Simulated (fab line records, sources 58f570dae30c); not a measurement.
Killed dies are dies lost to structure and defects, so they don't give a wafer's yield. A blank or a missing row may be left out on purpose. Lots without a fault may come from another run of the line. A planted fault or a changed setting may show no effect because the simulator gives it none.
One fault seen from 2 desks | flow berkeley_cmos170 | each desk has only its own numbers; what lay behind them comes last

THE TOOL OWNER'S DESK: pvd_sputter-03
The tool's own readings at UCB170_M3_SPUTTER_01 (material Al, target thk 900 nm, time 120 s): means of the sampled wafers that have a number, for each lot that ran on this tool. A lot is out of limits, marked OUT, if its mean lies more than 4 standard deviations from the usual mean; the brackets give that distance.
Columns: A = throttle_valve_pct at UCB170_M3_SPUTTER_01, usual 30.0 %
lot  | first seen here | A
L325 | day 9 09:05     | 30.0
L326 | day 10 04:26    | 29.7
L328 | day 10 10:24    | 30.0
L329 | day 10 21:32    | 29.4
L332 | day 11 06:52    | 30.1
L333 | day 11 20:54    | 30.4
L344 | day 14 10:08    | 30.5
This desk's finding: nothing out of limits on any of the 7 lots.

THE METROLOGY DESK
What the gauges read, lot by lot, whatever tool the lot ran on: means of the sampled wafers that have a number. A lot is out of limits, marked OUT, if its mean lies more than 4 standard deviations from the usual mean; the brackets give that distance.
Columns: A = V1_BOW at UCB170_V1_BOW_MEAS_03, usual 19 um; B = M3_AL_RS at UCB170_M3_RS_MEAS_02, usual 0.0322 ohm/sq; C = M3_AL_THK at UCB170_M3_THK_MEAS_03, usual 894 nm; D = M3_OVL at UCB170_M3_OVL_MEAS_16, usual -4 nm
lot  | first seen here | A  | B                 | C              | D
L325 | day 9 01:36     | 14 | 0.0323            | 888            | 7
L322 | day 9 01:57     | 18 | 0.0319            | 903            | -9
L326 | day 9 21:02     | 18 | 0.0322            | 894            | -0
L327 | day 9 22:23     | 17 | 0.0326            | 896            | -6
L328 | day 10 00:23    | 21 | 0.0322            | 889            | -2
L329 | day 10 11:31    | 20 | 0.0325            | 883            | -1
L330 | day 10 12:50    | 15 | 0.0319            | 898            | -10
L332 | day 10 22:52    | 15 | 0.0346 (+7.0) OUT | 840 (-4.9) OUT | -5
L333 | day 11 10:16    | 25 | 0.0357 (+10) OUT  | 816 (-7.1) OUT | -0
L340 | day 12 16:36    | 17 | 0.0325            | 883            | -3
L343 | day 13 09:35    | 14 | 0.0325            | 883            | -2
L345 | day 13 10:55    | 12 | 0.0320            | 896            | 4
L342 | day 13 12:17    | 28 | 0.0322            | 895            | -12
L344 | day 13 17:11    | 20 | 0.0325            | 884            | -7
This desk's finding: out of limits on L332, L333; first on L332, day 11 06:59 (M3_AL_RS at UCB170_M3_RS_MEAS_02). In limits: L325, L322, L326, L327, L328, L329, L330, L340, L343, L345, L342, L344.

PUT TOGETHER
The metrology desk could have raised an alarm at day 11 06:59, on L332, L333.
The tool owner's desk saw nothing out of limits.
The tool owner's desk has L332, L333 on record, within its limits.
Of the lots named, all ran UCB170_M3_SPUTTER_01 on pvd_sputter-03.

WHAT THE SIMULATOR HAD PUT IN
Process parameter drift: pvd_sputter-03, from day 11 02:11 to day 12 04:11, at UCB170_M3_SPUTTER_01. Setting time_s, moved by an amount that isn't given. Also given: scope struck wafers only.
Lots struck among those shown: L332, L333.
Hours from the fault's start to each desk's first reading out of limits: the metrology desk, 5.
